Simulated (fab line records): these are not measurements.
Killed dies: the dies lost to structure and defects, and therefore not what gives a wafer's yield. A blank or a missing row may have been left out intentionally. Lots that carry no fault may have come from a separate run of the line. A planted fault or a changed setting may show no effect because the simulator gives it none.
fab line records | flow rit_cmos
[record] lots = 14 wafers = 42 last_day = 7
route steps=202 shown PLDD@120 SPACER@125 M1@186
lots that met no fault: from a run of the same line without faults
start_h: hours from the record's opening day to when the first of the lot's shown wafers began | wait_h: how many hours have passed since the lot's step before this one | " as in the row above | L1.1+2: a row that stands for several wafers | - value missing, or start not given | * or withheld: withheld | < > ~ a bound
route shown NAME@n: names a module that has steps shown in the file, with the first one's number in the route | usual: average and standard deviation across the fault-free wafers | same: alike in all rows | chamber/n: place in a boat | sites: each site's reading | _std_site: standard deviation across them | _edge_site: inner sites' mean taken away from outer sites' mean | radius_mm: for every site, how far away it sits from the centre of the wafer | mask NAME#n: copy n | behind: the most recent tool/chamber to have shaped the wafer | hold: cause of the lot's hold/its duration in hours/its outcome | device: transistor that didn't switch, given as n, p or np | end of line: at the end of the route, the tests of the same wafers | a step without rows: its recipe alone | killed: dies that structure and defects cost at the first sort, which is not the same as the wafer's yield | map: dies across one wafer; x = killed, . = not, _ = none there
set.NAME: setting as actually run; set.NAME@STEP: the setting as run at that earlier step | model.NAME: the simulator's own value behind a step, which no gauge read
one table for each step of the route and one row for each wafer, over a sample of lots
services: when a tool's chamber went out of use (start_h, in hours from the record's first day, below 0 if earlier), for how many hours, and the reason
[[steps]]
[step RIT_PLDD_OVL_MEAS_06]
[usual] PLDD_OVL = -0.3/1.2
// columns lot.wafer tool chamber start_h wait_h PLDD_OVL[nm]
L477.3 overlay-01 - 52.14 - 0.6
L477.5 " - " " 0.4
L477.6 " - " " -1.3
L479.2 overlay-02 - 60.31 - 0.8
L479.3 " - " " 0.2
L479.6 " - " " -0.1
L480.2 overlay-01 - 67.41 - -0.7
L480.3 " - " " -2.1
L480.5 " - " " 0.1
L482.3 overlay-01 - 75.30 - -1.3
L482.4 " - " " -0.7
L482.5 " - " " -1.7
L484.1 overlay-01 - 82.97 - -0.6
L484.4 " - " " 0.0
L484.6 " - " " 0.0
L483.1 overlay-01 - 83.25 - -1.4
L483.3 " - " " -0.8
L483.6 " - " " -1.1
L485.2 overlay-01 - 86.85 - -0.7
L485.4 " - " " -0.5
L485.5 " - " " -1.6
L489.2 overlay-01 - 111.83 - -0.5
L489.5 " - " " 0.0
L489.6 " - " " 1.0
L491.1 overlay-01 - 118.92 - -1.8
L491.2 " - " " -1.0
L491.6 " - " " -0.5
L494.2 overlay-01 - 135.94 - -0.9
L494.3 " - " " -0.4
L494.6 " - " " -0.4
L495.2 overlay-01 - 143.75 - -0.3
L495.5 " - " " -2.5
L495.6 " - " " -0.8
L497.1 overlay-02 - 148.69 - 1.0
L497.5 " - " " -0.4
L497.6 " - " " -1.8
L498.1 overlay-01 - 153.41 - -0.3
L498.3 " - " " 0.3
L498.4 " - " " -1.0
L500.3 overlay-02 - 164.13 - 0.4
L500.5 " - " " 2.8
L500.6 " - " " 0.5
[step RIT_SPACER_CLEAN_00]
[recipe] chemistry = SC1 mix = 3:3:50 time_s = 600 temp_c = 75
[usual] run_length_s = 628/3.5
// columns lot.wafer tool chamber start_h wait_h run_length_s
L477.3 wet_bench-03 2 52.70 0.0 624
L477.5 " 2 " " 624
L477.6 " 2 " " 624
L479.2 wet_bench-03 1 61.02 0.0 625
L479.3 " 1 " " 625
L479.6 " 1 " " 625
L480.2 wet_bench-04 2 68.05 0.0 627
L480.3 " 2 " " 627
L480.5 " 2 " " 627
L482.3 wet_bench-04 1 75.86 0.0 624
L482.4 " 1 " " 624
L482.5 " 1 " " 624
L484.1 wet_bench-04 0 83.70 0.1 625
L484.4 " 0 " " 625
L484.6 " 0 " " 625
L483.1 wet_bench-03 3 83.82 0.1 626
L483.3 " 3 " " 626
L483.6 " 3 " " 626
L485.2 wet_bench-03 2 87.42 0.0 631
L485.4 " 2 " " 631
L485.5 " 2 " " 631
L489.2 wet_bench-04 1 112.64 0.0 919
L489.5 " 1 " " 919
L489.6 " 1 " " 919
L491.1 wet_bench-04 1 119.49 0.1 919
L491.2 " 1 " " 919
L491.6 " 1 " " 919
L494.2 wet_bench-01 3 136.51 0.0 634
L494.3 " 3 " " 634
L494.6 " 3 " " 634
L495.2 wet_bench-01 1 144.42 0.0 634
L495.5 " 1 " " 634
L495.6 " 1 " " 634
L497.1 wet_bench-03 3 149.26 0.1 625
L497.5 " 3 " " 625
L497.6 " 3 " " 625
L498.1 wet_bench-01 3 153.98 0.1 628
L498.3 " 3 " " 628
L498.4 " 3 " " 628
L500.3 wet_bench-03 0 164.69 0.0 627
L500.5 " 0 " " 627
L500.6 " 0 " " 627
[step RIT_M1_THK_MEAS_02]
[recipe] thk_meas_gauge = xrf reads = Al_of_M1_SPUTTER_00
[usual] M1_AL_THK = 386/4.5
// columns lot.wafer tool chamber start_h wait_h M1_AL_THK[nm]
L477.3 film_metro-01 - 62.34 0.1 384
L477.5 " - " " 385
L477.6 " - " " 384
L479.2 film_metro-02 - 70.56 0.1 386
L479.3 " - " " 389
L479.6 " - " " 386
L480.2 film_metro-03 - 78.51 0.1 383
L480.3 " - " " 378
L480.5 " - " " 378
L482.3 film_metro-01 - 85.84 0.1 391
L482.4 " - " " 381
L482.5 " - " " 381
L484.1 film_metro-03 - 93.50 0.1 385
L484.4 " - " " 381
L484.6 " - " " 388
L483.1 film_metro-01 - 95.24 0.1 386
L483.3 " - " " 389
L483.6 " - " " 386
L485.2 film_metro-01 - 98.46 0.1 384
L485.4 " - " " 383
L485.5 " - " " 381
L489.2 film_metro-01 - 123.10 0.1 390
L489.5 " - " " 383
L489.6 " - " " 389
L491.1 film_metro-01 - 129.63 0.1 385
L491.2 " - " " 379
L491.6 " - " " 382
L494.2 film_metro-02 - 146.15 0.1 379
L494.3 " - " " 384
L494.6 " - " " 379
L495.2 film_metro-02 - 154.06 0.1 385
L495.5 " - " " 384
L495.6 " - " " 386
L497.1 film_metro-03 - 160.40 0.1 381
L497.5 " - " " 384
L497.6 " - " " 384
L498.1 film_metro-03 - 163.99 0.1 381
L498.3 " - " " 382
L498.4 " - " " 384
L500.3 film_metro-02 - 174.58 0.1 385
L500.5 " - " " 388
L500.6 " - " " 387
[step RIT_M1_BOW_MEAS_16]
[recipe] mode = bow
[usual] M1_BOW = 18/7.4
// columns lot.wafer tool chamber start_h wait_h M1_BOW[um]
L477.3 film_metro-02 - 66.06 0.0 11
L477.5 " - " " 11
L477.6 " - " " 22
L479.2 film_metro-01 - 74.22 0.0 36
L479.3 " - " " 33
L479.6 " - " " 34
L480.2 film_metro-02 - 82.24 0.0 15
L480.3 " - " " 7
L480.5 " - " " 15
L482.3 film_metro-03 - 89.34 0.0 18
L482.4 " - " " 20
L482.5 " - " " 17
L484.1 film_metro-01 - 97.11 0.0 7
L484.4 " - " " -5
L484.6 " - " " 27
L483.1 film_metro-03 - 98.85 0.0 7
L483.3 " - " " 14
L483.6 " - " " 16
L485.2 film_metro-02 - 102.07 0.0 22
L485.4 " - " " 16
L485.5 " - " " 30
L489.2 film_metro-02 - 126.98 0.0 20
L489.5 " - " " 16
L489.6 " - " " 11
L491.1 film_metro-02 - 133.14 0.0 14
L491.2 " - " " 15
L491.6 " - " " 12
L494.2 film_metro-02 - 149.94 0.0 9
L494.3 " - " " 21
L494.6 " - " " 20
L495.2 film_metro-01 - 157.56 0.0 26
L495.5 " - " " 15
L495.6 " - " " 20
L497.1 film_metro-01 - 164.13 0.0 12
L497.5 " - " " 24
L497.6 " - " " 23
L498.1 film_metro-02 - 167.77 0.0 14
L498.3 " - " " 24
L498.4 " - " " 18
L500.3 film_metro-01 - 178.20 0.0 11
L500.5 " - " " 20
L500.6 " - " " 12
[step RIT_M1_PROBE_99]
[usual] killed_at_contacts = 0.1/0.25 killed_at_front_end = 6.8/2.9 killed_dies = 6.9/2.9 killed_open = 3.3/1.9 killed_short = 3.6/1.9
[same] gross_dies = 264 killed_at_M0_to_M3 = 0 killed_at_M4_up = 0 killed_at_back_side = 0 killed_at_other = 0
// columns lot.wafer tool chamber start_h wait_h killed_at_contacts killed_at_front_end killed_dies killed_open killed_short
L489.2 prober-01 - 127.13 0.1 0 12 12 5 7
L489.5 prober-01 - 127.28 0.2 0 10 10 6 4
L489.6 prober-01 - 127.33 0.2 0 12 12 5 7
L491.1 prober-01 - 133.26 0.1 0 4 4 2 2
L491.2 prober-01 - 133.31 0.1 0 6 6 3 3
L491.6 prober-01 - 133.51 0.2 0 13 13 8 5
// killed by level:class
L489.2 SPACER:geometric_particle:short=6 GATE:geometric_particle:open=2 SPACER:geometric_particle:open=2 GATE:geometric_particle:short=1 SILICIDE:geometric_particle:open=1
L489.5 REOX:geometric_particle:open=2 FOX1:geometric_particle:short=1 FOX1:geometric_particle:open=1 GATE:geometric_particle:open=1 GATE:geometric_particle:short=1 SPACER:geometric_particle:short=1 SPACER:geometric_particle:open=1 SILICIDE:geometric_particle:short=1
L489.6 SPACER:geometric_particle:open=3 SILICIDE:geometric_particle:short=3 GATE:geometric_particle:short=2 SPACER:geometric_particle:short=2 FOX1:geometric_particle:open=1 REOX:geometric_particle:open=1
L491.1 GATE:geometric_particle:short=2 REOX:geometric_particle:open=1 SILICIDE:geometric_particle:open=1
L491.2 REOX:geometric_particle:short=2 REOX:geometric_particle:open=2 FOX2:geometric_particle:open=1 SILICIDE:geometric_particle:short=1
L491.6 REOX:geometric_particle:open=5 GATE:geometric_particle:open=3 FOX2:geometric_particle:short=1 GATE:geometric_particle:short=1 REOX:geometric_particle:short=1 SPACER:geometric_particle:short=1 SILICIDE:geometric_particle:short=1
[[services]]
// columns tool chamber start_h hours kind
wet_bench-03 - 105.54 1.9 repair
wet_bench-01 - 138.84 3.0 repair
[[key]]
[first_sign] step = RIT_SPACER_CLEAN_00 reading = run_length_s direction = up sigmas = 84 usual = * struck = *
effect none on later readings
met_at RIT_SPACER_CLEAN_00
struck_lots L489,L491
tester_left_out L489,L491
not_acting_at RIT_PLDD_OVL_MEAS_06,RIT_M1_THK_MEAS_02,RIT_M1_BOW_MEAS_16
onset_between 83.70 112.64
[fault] kind = process_parameter_drift tool = wet_bench-04 chamber = - onset_h = 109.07 steps = RIT_SPACER_CLEAN_00 channel = time_s offset = * shape = step end_h = 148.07 acts_in = * stated = *
// tester_left_out: of these lots the tester's yield and bins aren't shown, on N5 and GAA mostly nor the transistor test; their killed dies are dies lost to structure and defects alone, not to doping, threshold or leakage, so they don't give the yield
